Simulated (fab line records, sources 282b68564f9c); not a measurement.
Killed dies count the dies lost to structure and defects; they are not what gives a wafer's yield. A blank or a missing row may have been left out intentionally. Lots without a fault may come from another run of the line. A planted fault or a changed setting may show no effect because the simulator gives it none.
Which tool did it? || flow rit_cmos || 10 lots with 30 wafers sampled at 5 steps, on a route of 202 steps

== WHAT EACH GAUGE READ, for each wafer ==
RIT_PRETRO_TW_MEAS_10.
{"lot": "L588", "measured": "day 2 07:01", "on": "film_metro-02", "PRETRO_TW": "470.6 470.0 472.3"}
{"lot": "L589", "measured": "day 2 13:22", "on": "film_metro-02", "PRETRO_TW": "470.0 469.1 471.0"}
{"lot": "L590", "measured": "day 2 18:17", "on": "film_metro-01", "PRETRO_TW": "469.9 470.6 469.1"}
{"lot": "L591", "measured": "day 2 23:22", "on": "film_metro-02", "PRETRO_TW": "467.4 466.8 470.8"}
{"lot": "L602", "measured": "day 5 07:23", "on": "film_metro-03", "PRETRO_TW": "432.8 434.9 436.9"}
{"lot": "L603", "measured": "day 5 09:53", "on": "film_metro-02", "PRETRO_TW": "439.0 440.1 437.5"}
{"lot": "L604", "measured": "day 5 15:26", "on": "film_metro-02", "PRETRO_TW": "472.1 472.7 472.5"}
{"lot": "L606", "measured": "day 6 01:49", "on": "film_metro-01", "PRETRO_TW": "468.7 469.8 468.4"}
{"lot": "L608", "measured": "day 6 12:02", "on": "film_metro-02", "PRETRO_TW": "473.8 473.7 472.5"}
{"lot": "L611", "measured": "day 7 01:56", "on": "film_metro-02", "PRETRO_TW": "479.7 474.7 477.6"}

RIT_FOX2_THK_MEAS_91.
{"lot": "L588", "measured": "day 2 07:31", "on": "film_metro-04", "FIELD_OXIDE_LEFT_2_THK (nm)": "250 253 256"}
{"lot": "L589", "measured": "day 2 13:50", "on": "film_metro-01", "FIELD_OXIDE_LEFT_2_THK (nm)": "253 255 252"}
{"lot": "L590", "measured": "day 2 18:46", "on": "film_metro-02", "FIELD_OXIDE_LEFT_2_THK (nm)": "256 262 268"}
{"lot": "L591", "measured": "day 2 23:55", "on": "film_metro-02", "FIELD_OXIDE_LEFT_2_THK (nm)": "257 256 261"}
{"lot": "L602", "measured": "day 5 07:52", "on": "film_metro-01", "FIELD_OXIDE_LEFT_2_THK (nm)": "256 257 253"}
{"lot": "L603", "measured": "day 5 10:23", "on": "film_metro-01", "FIELD_OXIDE_LEFT_2_THK (nm)": "270 265 266"}
{"lot": "L604", "measured": "day 5 15:55", "on": "film_metro-01", "FIELD_OXIDE_LEFT_2_THK (nm)": "264 267 266"}
{"lot": "L606", "measured": "day 6 02:22", "on": "film_metro-01", "FIELD_OXIDE_LEFT_2_THK (nm)": "267 272 270"}
{"lot": "L608", "measured": "day 6 12:33", "on": "film_metro-01", "FIELD_OXIDE_LEFT_2_THK (nm)": "256 248 257"}
{"lot": "L611", "measured": "day 7 02:24", "on": "film_metro-02", "FIELD_OXIDE_LEFT_2_THK (nm)": "246 250 251"}

RIT_NSD_OVL_MEAS_06.
{"lot": "L588", "measured": "day 2 22:37", "on": "overlay-02", "NSD_OVL (nm)": "1.8 0.8 2.6"}
{"lot": "L589", "measured": "day 3 05:55", "on": "overlay-02", "NSD_OVL (nm)": "0.8 0.0 0.0"}
{"lot": "L590", "measured": "day 3 10:26", "on": "overlay-02", "NSD_OVL (nm)": "-0.7 1.2 -1.0"}
{"lot": "L591", "measured": "day 3 15:08", "on": "overlay-02", "NSD_OVL (nm)": "0.5 1.4 0.7"}
{"lot": "L602", "measured": "day 5 22:05", "on": "overlay-01", "NSD_OVL (nm)": "0.9 -1.0 -0.1"}
{"lot": "L603", "measured": "day 6 02:35", "on": "overlay-02", "NSD_OVL (nm)": "1.1 0.8 -0.3"}
{"lot": "L604", "measured": "day 6 07:10", "on": "overlay-01", "NSD_OVL (nm)": "-1.1 -0.8 -0.8"}
{"lot": "L606", "measured": "day 6 17:12", "on": "overlay-02", "NSD_OVL (nm)": "-2.2 0.6 -1.0"}
{"lot": "L608", "measured": "day 7 06:56", "on": "overlay-02", "NSD_OVL (nm)": "-0.3 -1.5 -1.3"}
{"lot": "L611", "measured": "day 7 20:17", "on": "overlay-02", "NSD_OVL (nm)": "2.7 -0.2 1.7"}

RIT_SDANNEAL_RS_MEAS_04: the measuring method here is four-point-probe.
{"lot": "L588", "measured": "day 3 01:02", "on": "film_metro-04", "PSD_RS (ohm/sq)": "116.11 116.13 116.04"}
{"lot": "L589", "measured": "day 3 08:28", "on": "film_metro-03", "PSD_RS (ohm/sq)": "115.83 115.79 115.66"}
{"lot": "L590", "measured": "day 3 12:59", "on": "film_metro-04", "PSD_RS (ohm/sq)": "116.04 115.93 115.73"}
{"lot": "L591", "measured": "day 3 17:34", "on": "film_metro-04", "PSD_RS (ohm/sq)": "115.52 115.54 115.21"}
{"lot": "L602", "measured": "day 6 00:32", "on": "film_metro-02", "PSD_RS (ohm/sq)": "116.12 116.04 116.12"}
{"lot": "L603", "measured": "day 6 05:01", "on": "film_metro-04", "PSD_RS (ohm/sq)": "116.07 116.21 115.97"}
{"lot": "L604", "measured": "day 6 09:36", "on": "film_metro-04", "PSD_RS (ohm/sq)": "115.71 116.02 115.63"}
{"lot": "L606", "measured": "day 6 19:50", "on": "film_metro-04", "PSD_RS (ohm/sq)": "115.65 115.89 115.52"}
{"lot": "L608", "measured": "day 7 09:23", "on": "film_metro-02", "PSD_RS (ohm/sq)": "115.84 115.94 115.87"}
{"lot": "L611", "measured": "day 7 23:05", "on": "film_metro-04", "PSD_RS (ohm/sq)": "115.73 115.83 116.00"}

== WHAT TOOL EACH LOT RAN ON (gives the tool, then ch and the chambers of the sampled wafers, and finally the start) ==
{"lot": "L588", "RIT_PRETRO_IMPLANT_08": "implanter-02 ch 0, day 2 06:43"}
{"lot": "L589", "RIT_PRETRO_IMPLANT_08": "implanter-04 ch 0, day 2 13:02"}
{"lot": "L590", "RIT_PRETRO_IMPLANT_08": "implanter-02 ch 0, day 2 17:58"}
{"lot": "L591", "RIT_PRETRO_IMPLANT_08": "implanter-04 ch 0, day 2 23:02"}
{"lot": "L602", "RIT_PRETRO_IMPLANT_08": "implanter-02 ch 0, day 5 07:04"}
{"lot": "L603", "RIT_PRETRO_IMPLANT_08": "implanter-02 ch 0, day 5 09:34"}
{"lot": "L604", "RIT_PRETRO_IMPLANT_08": "implanter-04 ch 0, day 5 15:07"}
{"lot": "L606", "RIT_PRETRO_IMPLANT_08": "implanter-04 ch 0, day 6 01:29"}
{"lot": "L608", "RIT_PRETRO_IMPLANT_08": "implanter-04 ch 0, day 6 11:43"}
{"lot": "L611", "RIT_PRETRO_IMPLANT_08": "implanter-04 ch 0, day 7 01:37"}
- RIT_PRETRO_IMPLANT_08

== AS READ BY THE TOOLS THEMSELVES (means over the sampled wafers that have a number; for cases with no such wafer, the mark the record gives instead) ==
RIT_PRETRO_IMPLANT_08.
{"lot": "L588", "tool": "implanter-02", "beam_energy_keV": 44.986, "end_station_pressure_torr (Torr)": 5e-06, "faraday_current_uA": 37.6}
{"lot": "L589", "tool": "implanter-04", "beam_energy_keV": 45.002, "end_station_pressure_torr (Torr)": 5e-06, "faraday_current_uA": 37.7}
{"lot": "L590", "tool": "implanter-02", "beam_energy_keV": 45.010, "end_station_pressure_torr (Torr)": 5e-06, "faraday_current_uA": 37.3}
{"lot": "L591", "tool": "implanter-04", "beam_energy_keV": 44.982, "end_station_pressure_torr (Torr)": 5e-06, "faraday_current_uA": 36.8}
{"lot": "L602", "tool": "implanter-02", "beam_energy_keV": 29.249, "end_station_pressure_torr (Torr)": 5e-06, "faraday_current_uA": 37.8}
{"lot": "L603", "tool": "implanter-02", "beam_energy_keV": 29.259, "end_station_pressure_torr (Torr)": 5e-06, "faraday_current_uA": 36.8}
{"lot": "L604", "tool": "implanter-04", "beam_energy_keV": 45.004, "end_station_pressure_torr (Torr)": 5e-06, "faraday_current_uA": 36.6}
{"lot": "L606", "tool": "implanter-04", "beam_energy_keV": 45.000, "end_station_pressure_torr (Torr)": 5e-06, "faraday_current_uA": 37.2}
{"lot": "L608", "tool": "implanter-04", "beam_energy_keV": 44.998, "end_station_pressure_torr (Torr)": 5e-06, "faraday_current_uA": 37.6}
{"lot": "L611", "tool": "implanter-04", "beam_energy_keV": 45.010, "end_station_pressure_torr (Torr)": 5e-06, "faraday_current_uA": 36.9}

== THE ANSWER, worked out from the rows above alone ==
Rule: usual is defined by the lots themselves. The widest of any qualifying gaps counts: lots, ordered by their means at a reading, are off when they make up no more than a third of the lots, leave a main group of 4 or more, and stand apart from it by 3 or more times the standard deviation of that group's means. The tables above print the reading to a certain number of digits; a main group whose means all agree to those digits is not used. Also off: a lot with no number at a reading for which 4 or more lots have one. The other lots that the step has rows for count as sound. After the gauges, taken in route order, come the tools' own readings; for these a lot's mean is taken, as printed above. The first step at which some lot is off is used, and at that step the reading that is off furthest; a lot without a number counts as furthest.
Off: L602, L603, seen at RIT_PRETRO_TW_MEAS_10 (PRETRO_TW). The main group has a mean of 471.4 with a standard deviation of 2.7.
If a tool, at a process step before that reading, ran all the lots that are off and no sound lot after the first of them, it fits. Not tried: the gauges at RIT_PRETRO_TW_MEAS_10; whatever is off there is also off at RIT_PRETRO_IMPLANT_08, on other tools, and gauge error can't account for it. One fits: RIT_PRETRO_IMPLANT_08 on implanter-02. A fault onset in the window from L590 (day 2 17:58, its last sound lot) to L602 (day 5 07:04, its first lot off) fits.
On the lots that are off, the tool's own readings at RIT_PRETRO_IMPLANT_08 differ by more than 5 times the standard deviation of the sound lots' means, which bears it out; beam_energy_keV reads 29.254 there versus 44.999 on the sound lots.

== WHAT THE SIMULATOR HAD PUT IN ==
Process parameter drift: implanter-02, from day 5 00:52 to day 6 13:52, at RIT_PRETRO_IMPLANT_08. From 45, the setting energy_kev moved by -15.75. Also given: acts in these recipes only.
Shown lots that were struck: L602, L603. The rule above found the same.
